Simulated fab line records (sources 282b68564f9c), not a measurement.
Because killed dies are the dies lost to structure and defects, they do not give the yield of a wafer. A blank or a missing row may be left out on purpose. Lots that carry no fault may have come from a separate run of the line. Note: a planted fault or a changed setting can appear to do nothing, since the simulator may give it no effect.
fab line records / flow rit_cmos
[record] lots = 15 wafers = 45 last_day = 8
route steps=202 shown PSD@150
lots with no fault: from the same line, run without faults
start_h: hours from the record's opening day to when the first of the lot's shown wafers began / wait_h: time in hours since the lot's previous step / " identical to the entry in the row above / L1.1+2: a row that stands for several wafers / - no value present, or no start provided / * or withheld: withheld / < > ~ a bound
route shown NAME@n: names a module that has steps shown in the file, with the first one's number in the route / usual: mean/standard deviation taken from wafers without a fault / same: alike in all rows / chamber/n: place in a boat / sites: readings site by site / _std_site: the values' standard deviation / _edge_site: the outer-site mean with the inner-site mean subtracted / radius_mm: how far each site lies from the wafer's centre / mask NAME#n: copy n / behind: the tool/chamber that last shaped the wafer / hold: why the lot went on hold/how many hours it stayed there/how the hold came to an end / device: transistor that didn't switch, given as n, p or np / end of line: tests of these same wafers at the route's end / for a step that has no rows: nothing shown but its recipe / killed: at the first sort, the dies lost to defects and structure; wafer yield is something else / map: dies across one wafer; x = killed, . = not, _ = none there
set.NAME: the setting the step ran with; set.NAME@STEP: the setting that earlier step ran with / model.NAME: the simulator's own value behind a step, which no gauge read
one table for each step of the route and one row for each wafer, over a sample of lots
services: when a tool's chamber went out of use (start_h, in hours from the record's first day, below 0 if earlier), for how many hours, and the reason
[[steps]]
[step RIT_PSD_IMPLANT_08]
[recipe] species = BF2 energy_kev = 27 dose_cm2 = 5e+15 tilt_deg = 7
[usual] beam_on_s = 11.7/0.42 dose_ions_cm2 = 4.999e+15/6.4e+12 end_station_pressure_torr = 1.53e-05/8e-07 faraday_current_uA = 13042/450
[same] implant_ion_amu = 49
lot.wafer=L519.1 tool=implanter-01 chamber=0 start_h=50.57 wait_h=0.1 beam_on_s=12.1 dose_ions_cm2=4.995e+15 end_station_pressure_torr=1.47e-05 faraday_current_uA=12703
lot.wafer=L519.4 tool=implanter-01 chamber=0 start_h=50.57 wait_h=0.1 beam_on_s=12.4 dose_ions_cm2=5.008e+15 end_station_pressure_torr=1.58e-05 faraday_current_uA=12353
lot.wafer=L519.6 tool=implanter-01 chamber=0 start_h=50.57 wait_h=0.1 beam_on_s=12.3 dose_ions_cm2=4.995e+15 end_station_pressure_torr=1.46e-05 faraday_current_uA=12477
lot.wafer=L520.2 tool=implanter-01 chamber=0 start_h=56.56 wait_h=0.1 beam_on_s=12.5 dose_ions_cm2=4.996e+15 end_station_pressure_torr=1.48e-05 faraday_current_uA=12302
lot.wafer=L520.4 tool=implanter-01 chamber=0 start_h=56.56 wait_h=0.1 beam_on_s=12.3 dose_ions_cm2=4.99e+15 end_station_pressure_torr=1.66e-05 faraday_current_uA=12413
lot.wafer=L520.6 tool=implanter-01 chamber=0 start_h=56.56 wait_h=0.1 beam_on_s=12.6 dose_ions_cm2=4.993e+15 end_station_pressure_torr=1.42e-05 faraday_current_uA=12136
lot.wafer=L521.1 tool=implanter-04 chamber=0 start_h=60.47 wait_h=0.1 beam_on_s=11.5 dose_ions_cm2=5.004e+15 end_station_pressure_torr=1.52e-05 faraday_current_uA=13199
lot.wafer=L521.5 tool=implanter-04 chamber=0 start_h=60.47 wait_h=0.1 beam_on_s=11.5 dose_ions_cm2=4.992e+15 end_station_pressure_torr=1.55e-05 faraday_current_uA=13275
lot.wafer=L521.6 tool=implanter-04 chamber=0 start_h=60.47 wait_h=0.1 beam_on_s=11.7 dose_ions_cm2=5.006e+15 end_station_pressure_torr=1.43e-05 faraday_current_uA=13039
lot.wafer=L522.2 tool=implanter-03 chamber=0 start_h=66.37 wait_h=0.1 beam_on_s=11.6 dose_ions_cm2=5.01e+15 end_station_pressure_torr=1.56e-05 faraday_current_uA=13158
lot.wafer=L522.3 tool=implanter-03 chamber=0 start_h=66.37 wait_h=0.1 beam_on_s=11.5 dose_ions_cm2=5.011e+15 end_station_pressure_torr=1.41e-05 faraday_current_uA=13344
lot.wafer=L522.6 tool=implanter-03 chamber=0 start_h=66.37 wait_h=0.1 beam_on_s=11.6 dose_ions_cm2=5.005e+15 end_station_pressure_torr=1.72e-05 faraday_current_uA=13188
lot.wafer=L524.2 tool=implanter-03 chamber=0 start_h=77.73 wait_h=0.1 beam_on_s=11.9 dose_ions_cm2=4.997e+15 end_station_pressure_torr=1.61e-05 faraday_current_uA=12926
lot.wafer=L524.5 tool=implanter-03 chamber=0 start_h=77.73 wait_h=0.1 beam_on_s=11.2 dose_ions_cm2=5.002e+15 end_station_pressure_torr=1.55e-05 faraday_current_uA=13639
lot.wafer=L524.6 tool=implanter-03 chamber=0 start_h=77.73 wait_h=0.1 beam_on_s=11.5 dose_ions_cm2=5.005e+15 end_station_pressure_torr=1.5e-05 faraday_current_uA=13329
lot.wafer=L525.1 tool=implanter-03 chamber=0 start_h=79.54 wait_h=0.1 beam_on_s=10.2 dose_ions_cm2=1.003e+15 end_station_pressure_torr=7.2e-06 faraday_current_uA=3051
lot.wafer=L525.3 tool=implanter-03 chamber=0 start_h=79.54 wait_h=0.1 beam_on_s=10.2 dose_ions_cm2=1.001e+15 end_station_pressure_torr=6.8e-06 faraday_current_uA=3066
lot.wafer=L525.6 tool=implanter-03 chamber=0 start_h=79.54 wait_h=0.1 beam_on_s=10.0 dose_ions_cm2=1.009e+15 end_station_pressure_torr=7.4e-06 faraday_current_uA=3152
lot.wafer=L527.3 tool=implanter-03 chamber=0 start_h=93.61 wait_h=0.1 beam_on_s=10.4 dose_ions_cm2=1.006e+15 end_station_pressure_torr=7.1e-06 faraday_current_uA=3018
lot.wafer=L527.4 tool=implanter-03 chamber=0 start_h=93.61 wait_h=0.1 beam_on_s=9.8 dose_ions_cm2=1.015e+15 end_station_pressure_torr=7.3e-06 faraday_current_uA=3210
lot.wafer=L527.5 tool=implanter-03 chamber=0 start_h=93.61 wait_h=0.1 beam_on_s=10.2 dose_ions_cm2=9.98e+14 end_station_pressure_torr=7.6e-06 faraday_current_uA=3060
lot.wafer=L529.1 tool=implanter-03 chamber=0 start_h=106.89 wait_h=0.1 beam_on_s=10.2 dose_ions_cm2=9.97e+14 end_station_pressure_torr=7.9e-06 faraday_current_uA=3073
lot.wafer=L529.2 tool=implanter-03 chamber=0 start_h=106.89 wait_h=0.1 beam_on_s=10.0 dose_ions_cm2=1.005e+15 end_station_pressure_torr=7.4e-06 faraday_current_uA=3149
lot.wafer=L529.6 tool=implanter-03 chamber=0 start_h=106.89 wait_h=0.1 beam_on_s=9.9 dose_ions_cm2=1.005e+15 end_station_pressure_torr=7.8e-06 faraday_current_uA=3188
lot.wafer=L531.1 tool=implanter-04 chamber=0 start_h=119.34 wait_h=0.1 beam_on_s=11.1 dose_ions_cm2=4.999e+15 end_station_pressure_torr=1.54e-05 faraday_current_uA=13723
lot.wafer=L531.4 tool=implanter-04 chamber=0 start_h=119.34 wait_h=0.1 beam_on_s=11.5 dose_ions_cm2=5.004e+15 end_station_pressure_torr=1.47e-05 faraday_current_uA=13261
lot.wafer=L531.6 tool=implanter-04 chamber=0 start_h=119.34 wait_h=0.1 beam_on_s=11.7 dose_ions_cm2=4.99e+15 end_station_pressure_torr=1.56e-05 faraday_current_uA=13092
lot.wafer=L533.2 tool=implanter-01 chamber=0 start_h=125.56 wait_h=0.1 beam_on_s=12.6 dose_ions_cm2=4.999e+15 end_station_pressure_torr=1.42e-05 faraday_current_uA=12164
lot.wafer=L533.5 tool=implanter-01 chamber=0 start_h=125.56 wait_h=0.1 beam_on_s=12.4 dose_ions_cm2=4.999e+15 end_station_pressure_torr=1.59e-05 faraday_current_uA=12412
lot.wafer=L533.6 tool=implanter-01 chamber=0 start_h=125.56 wait_h=0.1 beam_on_s=12.4 dose_ions_cm2=4.997e+15 end_station_pressure_torr=1.49e-05 faraday_current_uA=12368
lot.wafer=L537.1 tool=implanter-04 chamber=0 start_h=142.15 wait_h=0.1 beam_on_s=11.3 dose_ions_cm2=4.99e+15 end_station_pressure_torr=1.59e-05 faraday_current_uA=13494
lot.wafer=L537.3 tool=implanter-04 chamber=0 start_h=142.15 wait_h=0.1 beam_on_s=11.5 dose_ions_cm2=5.002e+15 end_station_pressure_torr=1.51e-05 faraday_current_uA=13279
lot.wafer=L537.5 tool=implanter-04 chamber=0 start_h=142.15 wait_h=0.1 beam_on_s=11.7 dose_ions_cm2=5.008e+15 end_station_pressure_torr=1.57e-05 faraday_current_uA=13136
lot.wafer=L536.3 tool=implanter-04 chamber=0 start_h=149.03 wait_h=0.1 beam_on_s=11.7 dose_ions_cm2=4.992e+15 end_station_pressure_torr=1.43e-05 faraday_current_uA=13056
lot.wafer=L536.4 tool=implanter-04 chamber=0 start_h=149.03 wait_h=0.1 beam_on_s=11.6 dose_ions_cm2=4.993e+15 end_station_pressure_torr=1.58e-05 faraday_current_uA=13205
lot.wafer=L536.6 tool=implanter-04 chamber=0 start_h=149.03 wait_h=0.1 beam_on_s=11.7 dose_ions_cm2=4.995e+15 end_station_pressure_torr=1.49e-05 faraday_current_uA=13095
lot.wafer=L538.3 tool=implanter-04 chamber=0 start_h=150.65 wait_h=0.1 beam_on_s=11.3 dose_ions_cm2=4.999e+15 end_station_pressure_torr=1.49e-05 faraday_current_uA=13540
lot.wafer=L538.5 tool=implanter-04 chamber=0 start_h=150.65 wait_h=0.1 beam_on_s=11.4 dose_ions_cm2=5.005e+15 end_station_pressure_torr=1.62e-05 faraday_current_uA=13530
lot.wafer=L538.6 tool=implanter-04 chamber=0 start_h=150.65 wait_h=0.1 beam_on_s=11.7 dose_ions_cm2=5.003e+15 end_station_pressure_torr=1.47e-05 faraday_current_uA=13027
lot.wafer=L541.1 tool=implanter-03 chamber=0 start_h=170.02 wait_h=0.1 beam_on_s=11.5 dose_ions_cm2=4.994e+15 end_station_pressure_torr=1.66e-05 faraday_current_uA=13321
lot.wafer=L541.3 tool=implanter-03 chamber=0 start_h=170.02 wait_h=0.1 beam_on_s=11.4 dose_ions_cm2=5.002e+15 end_station_pressure_torr=1.55e-05 faraday_current_uA=13419
lot.wafer=L541.6 tool=implanter-03 chamber=0 start_h=170.02 wait_h=0.1 beam_on_s=11.8 dose_ions_cm2=5.002e+15 end_station_pressure_torr=1.55e-05 faraday_current_uA=12996
lot.wafer=L542.3 tool=implanter-03 chamber=0 start_h=172.28 wait_h=0.1 beam_on_s=11.1 dose_ions_cm2=4.992e+15 end_station_pressure_torr=1.63e-05 faraday_current_uA=13803
lot.wafer=L542.4 tool=implanter-03 chamber=0 start_h=172.28 wait_h=0.1 beam_on_s=11.8 dose_ions_cm2=4.989e+15 end_station_pressure_torr=1.54e-05 faraday_current_uA=12918
lot.wafer=L542.6 tool=implanter-03 chamber=0 start_h=172.28 wait_h=0.1 beam_on_s=11.4 dose_ions_cm2=4.991e+15 end_station_pressure_torr=1.54e-05 faraday_current_uA=13451
[step RIT_PSD_TW_MEAS_10]
[usual] PSD_TW = 3417/31
lot.wafer=L519.1 tool=film_metro-03 chamber=- start_h=50.89 wait_h=0.1 PSD_TW=3469
lot.wafer=L519.4 tool=film_metro-03 chamber=- start_h=50.89 wait_h=0.1 PSD_TW=3465
lot.wafer=L519.6 tool=film_metro-03 chamber=- start_h=50.89 wait_h=0.1 PSD_TW=3479
lot.wafer=L520.2 tool=film_metro-01 chamber=- start_h=56.87 wait_h=0.1 PSD_TW=3428
lot.wafer=L520.4 tool=film_metro-01 chamber=- start_h=56.87 wait_h=0.1 PSD_TW=3415
lot.wafer=L520.6 tool=film_metro-01 chamber=- start_h=56.87 wait_h=0.1 PSD_TW=3423
lot.wafer=L521.1 tool=film_metro-01 chamber=- start_h=60.80 wait_h=0.1 PSD_TW=3438
lot.wafer=L521.5 tool=film_metro-01 chamber=- start_h=60.80 wait_h=0.1 PSD_TW=3438
lot.wafer=L521.6 tool=film_metro-01 chamber=- start_h=60.80 wait_h=0.1 PSD_TW=3446
lot.wafer=L522.2 tool=film_metro-02 chamber=- start_h=66.68 wait_h=0.1 PSD_TW=3357
lot.wafer=L522.3 tool=film_metro-02 chamber=- start_h=66.68 wait_h=0.1 PSD_TW=3363
lot.wafer=L522.6 tool=film_metro-02 chamber=- start_h=66.68 wait_h=0.1 PSD_TW=3352
lot.wafer=L524.2 tool=film_metro-02 chamber=- start_h=78.04 wait_h=0.1 PSD_TW=3401
lot.wafer=L524.5 tool=film_metro-02 chamber=- start_h=78.04 wait_h=0.1 PSD_TW=3381
lot.wafer=L524.6 tool=film_metro-02 chamber=- start_h=78.04 wait_h=0.1 PSD_TW=3390
lot.wafer=L525.1 tool=film_metro-03 chamber=- start_h=79.87 wait_h=0.1 PSD_TW=2646
lot.wafer=L525.3 tool=film_metro-03 chamber=- start_h=79.87 wait_h=0.1 PSD_TW=2665
lot.wafer=L525.6 tool=film_metro-03 chamber=- start_h=79.87 wait_h=0.1 PSD_TW=2642
lot.wafer=L527.3 tool=film_metro-03 chamber=- start_h=93.91 wait_h=0.1 PSD_TW=2633
lot.wafer=L527.4 tool=film_metro-03 chamber=- start_h=93.91 wait_h=0.1 PSD_TW=2651
lot.wafer=L527.5 tool=film_metro-03 chamber=- start_h=93.91 wait_h=0.1 PSD_TW=2636
lot.wafer=L529.1 tool=film_metro-03 chamber=- start_h=107.22 wait_h=0.1 PSD_TW=2638
lot.wafer=L529.2 tool=film_metro-03 chamber=- start_h=107.22 wait_h=0.1 PSD_TW=2648
lot.wafer=L529.6 tool=film_metro-03 chamber=- start_h=107.22 wait_h=0.1 PSD_TW=2651
lot.wafer=L531.1 tool=film_metro-01 chamber=- start_h=119.66 wait_h=0.1 PSD_TW=3391
lot.wafer=L531.4 tool=film_metro-01 chamber=- start_h=119.66 wait_h=0.1 PSD_TW=3391
lot.wafer=L531.6 tool=film_metro-01 chamber=- start_h=119.66 wait_h=0.1 PSD_TW=3384
lot.wafer=L533.2 tool=film_metro-01 chamber=- start_h=125.87 wait_h=0.1 PSD_TW=3438
lot.wafer=L533.5 tool=film_metro-01 chamber=- start_h=125.87 wait_h=0.1 PSD_TW=3407
lot.wafer=L533.6 tool=film_metro-01 chamber=- start_h=125.87 wait_h=0.1 PSD_TW=3419
lot.wafer=L537.1 tool=film_metro-02 chamber=- start_h=142.47 wait_h=0.1 PSD_TW=3390
lot.wafer=L537.3 tool=film_metro-02 chamber=- start_h=142.47 wait_h=0.1 PSD_TW=3374
lot.wafer=L537.5 tool=film_metro-02 chamber=- start_h=142.47 wait_h=0.1 PSD_TW=3363
lot.wafer=L536.3 tool=film_metro-01 chamber=- start_h=149.33 wait_h=0.1 PSD_TW=3407
lot.wafer=L536.4 tool=film_metro-01 chamber=- start_h=149.33 wait_h=0.1 PSD_TW=3370
lot.wafer=L536.6 tool=film_metro-01 chamber=- start_h=149.33 wait_h=0.1 PSD_TW=3391
lot.wafer=L538.3 tool=film_metro-03 chamber=- start_h=150.95 wait_h=0.1 PSD_TW=3425
lot.wafer=L538.5 tool=film_metro-03 chamber=- start_h=150.95 wait_h=0.1 PSD_TW=3427
lot.wafer=L538.6 tool=film_metro-03 chamber=- start_h=150.95 wait_h=0.1 PSD_TW=3410
lot.wafer=L541.1 tool=film_metro-03 chamber=- start_h=170.34 wait_h=0.1 PSD_TW=3449
lot.wafer=L541.3 tool=film_metro-03 chamber=- start_h=170.34 wait_h=0.1 PSD_TW=3436
lot.wafer=L541.6 tool=film_metro-03 chamber=- start_h=170.34 wait_h=0.1 PSD_TW=3447
lot.wafer=L542.3 tool=film_metro-02 chamber=- start_h=172.57 wait_h=0.1 PSD_TW=3385
lot.wafer=L542.4 tool=film_metro-02 chamber=- start_h=172.57 wait_h=0.1 PSD_TW=3402
lot.wafer=L542.6 tool=film_metro-02 chamber=- start_h=172.57 wait_h=0.1 PSD_TW=3378
[step RIT_SDANNEAL_RS_MEAS_04]
[recipe] thk_meas_gauge = four-point-probe
[usual] PSD_RS = 115.90/0.29
lot.wafer=L519.1 tool=film_metro-03 chamber=- start_h=51.38 wait_h=0.0 PSD_RS[ohm/sq]=115.80
lot.wafer=L519.4 tool=film_metro-03 chamber=- start_h=51.38 wait_h=0.0 PSD_RS[ohm/sq]=115.71
lot.wafer=L519.6 tool=film_metro-03 chamber=- start_h=51.38 wait_h=0.0 PSD_RS[ohm/sq]=115.95
lot.wafer=L520.2 tool=film_metro-03 chamber=- start_h=57.36 wait_h=0.1 PSD_RS[ohm/sq]=115.81
lot.wafer=L520.4 tool=film_metro-03 chamber=- start_h=57.36 wait_h=0.1 PSD_RS[ohm/sq]=115.60
lot.wafer=L520.6 tool=film_metro-03 chamber=- start_h=57.36 wait_h=0.1 PSD_RS[ohm/sq]=115.23
lot.wafer=L521.1 tool=film_metro-02 chamber=- start_h=61.28 wait_h=0.0 PSD_RS[ohm/sq]=116.29
lot.wafer=L521.5 tool=film_metro-02 chamber=- start_h=61.28 wait_h=0.0 PSD_RS[ohm/sq]=116.25
lot.wafer=L521.6 tool=film_metro-02 chamber=- start_h=61.28 wait_h=0.0 PSD_RS[ohm/sq]=116.16
lot.wafer=L522.2 tool=film_metro-03 chamber=- start_h=67.18 wait_h=0.1 PSD_RS[ohm/sq]=115.81
lot.wafer=L522.3 tool=film_metro-03 chamber=- start_h=67.18 wait_h=0.1 PSD_RS[ohm/sq]=115.60
lot.wafer=L522.6 tool=film_metro-03 chamber=- start_h=67.18 wait_h=0.1 PSD_RS[ohm/sq]=115.48
lot.wafer=L524.2 tool=film_metro-03 chamber=- start_h=78.53 wait_h=0.1 PSD_RS[ohm/sq]=115.90
lot.wafer=L524.5 tool=film_metro-03 chamber=- start_h=78.53 wait_h=0.1 PSD_RS[ohm/sq]=115.85
lot.wafer=L524.6 tool=film_metro-03 chamber=- start_h=78.53 wait_h=0.1 PSD_RS[ohm/sq]=116.25
lot.wafer=L525.1 tool=film_metro-03 chamber=- start_h=80.41 wait_h=0.1 PSD_RS[ohm/sq]=150.65
lot.wafer=L525.3 tool=film_metro-03 chamber=- start_h=80.41 wait_h=0.1 PSD_RS[ohm/sq]=149.23
lot.wafer=L525.6 tool=film_metro-03 chamber=- start_h=80.41 wait_h=0.1 PSD_RS[ohm/sq]=149.27
lot.wafer=L527.3 tool=film_metro-02 chamber=- start_h=94.50 wait_h=0.1 PSD_RS[ohm/sq]=151.32
lot.wafer=L527.4 tool=film_metro-02 chamber=- start_h=94.50 wait_h=0.1 PSD_RS[ohm/sq]=150.44
lot.wafer=L527.5 tool=film_metro-02 chamber=- start_h=94.50 wait_h=0.1 PSD_RS[ohm/sq]=151.64
lot.wafer=L529.1 tool=film_metro-02 chamber=- start_h=107.72 wait_h=0.0 PSD_RS[ohm/sq]=155.08
lot.wafer=L529.2 tool=film_metro-02 chamber=- start_h=107.72 wait_h=0.0 PSD_RS[ohm/sq]=153.31
lot.wafer=L529.6 tool=film_metro-02 chamber=- start_h=107.72 wait_h=0.0 PSD_RS[ohm/sq]=152.99
lot.wafer=L531.1 tool=film_metro-02 chamber=- start_h=120.15 wait_h=0.0 PSD_RS[ohm/sq]=116.29
lot.wafer=L531.4 tool=film_metro-02 chamber=- start_h=120.15 wait_h=0.0 PSD_RS[ohm/sq]=116.26
lot.wafer=L531.6 tool=film_metro-02 chamber=- start_h=120.15 wait_h=0.0 PSD_RS[ohm/sq]=116.32
lot.wafer=L533.2 tool=film_metro-03 chamber=- start_h=126.37 wait_h=0.1 PSD_RS[ohm/sq]=115.65
lot.wafer=L533.5 tool=film_metro-03 chamber=- start_h=126.37 wait_h=0.1 PSD_RS[ohm/sq]=115.94
lot.wafer=L533.6 tool=film_metro-03 chamber=- start_h=126.37 wait_h=0.1 PSD_RS[ohm/sq]=115.63
lot.wafer=L537.1 tool=film_metro-01 chamber=- start_h=142.96 wait_h=0.0 PSD_RS[ohm/sq]=116.40
lot.wafer=L537.3 tool=film_metro-01 chamber=- start_h=142.96 wait_h=0.0 PSD_RS[ohm/sq]=116.09
lot.wafer=L537.5 tool=film_metro-01 chamber=- start_h=142.96 wait_h=0.0 PSD_RS[ohm/sq]=116.19
lot.wafer=L536.3 tool=film_metro-01 chamber=- start_h=149.85 wait_h=0.1 PSD_RS[ohm/sq]=116.35
lot.wafer=L536.4 tool=film_metro-01 chamber=- start_h=149.85 wait_h=0.1 PSD_RS[ohm/sq]=116.04
lot.wafer=L536.6 tool=film_metro-01 chamber=- start_h=149.85 wait_h=0.1 PSD_RS[ohm/sq]=116.08
lot.wafer=L538.3 tool=film_metro-03 chamber=- start_h=151.48 wait_h=0.1 PSD_RS[ohm/sq]=115.83
lot.wafer=L538.5 tool=film_metro-03 chamber=- start_h=151.48 wait_h=0.1 PSD_RS[ohm/sq]=115.63
lot.wafer=L538.6 tool=film_metro-03 chamber=- start_h=151.48 wait_h=0.1 PSD_RS[ohm/sq]=115.82
lot.wafer=L541.1 tool=film_metro-01 chamber=- start_h=170.83 wait_h=0.0 PSD_RS[ohm/sq]=116.26
lot.wafer=L541.3 tool=film_metro-01 chamber=- start_h=170.83 wait_h=0.0 PSD_RS[ohm/sq]=115.97
lot.wafer=L541.6 tool=film_metro-01 chamber=- start_h=170.83 wait_h=0.0 PSD_RS[ohm/sq]=116.03
lot.wafer=L542.3 tool=film_metro-02 chamber=- start_h=173.08 wait_h=0.1 PSD_RS[ohm/sq]=116.20
lot.wafer=L542.4 tool=film_metro-02 chamber=- start_h=173.08 wait_h=0.1 PSD_RS[ohm/sq]=116.05
lot.wafer=L542.6 tool=film_metro-02 chamber=- start_h=173.08 wait_h=0.1 PSD_RS[ohm/sq]=115.81
[[services]]
tool=implanter-01 chamber=- start_h=26.99 hours=1.7 kind=repair
tool=implanter-04 chamber=- start_h=99.05 hours=1.7 kind=repair
tool=implanter-04 chamber=- start_h=107.57 hours=3.0 kind=repair
tool=implanter-03 chamber=- start_h=113.26 hours=1.9 kind=repair
[[key]]
[first_sign] step = RIT_PSD_IMPLANT_08 reading = dose_ions_cm2 direction = down sigmas = 99+ usual = 4.999e+15 struck = 1.004e+15
[effect] step = RIT_PSD_IMPLANT_08 reading = faraday_current_uA direction = down sigmas = 22 usual = 13042 struck = 3108
[effect] step = RIT_PSD_TW_MEAS_10 reading = PSD_TW direction = down sigmas = 25 usual = 3417 struck = 2646
[effect] step = RIT_SDANNEAL_RS_MEAS_04 reading = PSD_RS direction = up sigmas = 99+ usual = 115.90 struck = 151.55
met_at RIT_PSD_IMPLANT_08
struck_lots L525,L527,L529
tester_left_out L525,L527,L529
onset_between 77.73 79.54
[fault] kind = process_parameter_drift tool = implanter-03 chamber = - onset_h = 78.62 steps = RIT_PSD_IMPLANT_08 channel = dose_cm2 offset = -4e+15 shape = step end_h = 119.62 acts_in = these_recipes_only stated = 5e+15
// tester_left_out: of these lots the tester's yield and bins aren't shown, on N5 and GAA mostly nor the transistor test; their killed dies are dies lost to structure and defects alone, not to doping, threshold or leakage, so they don't give the yield
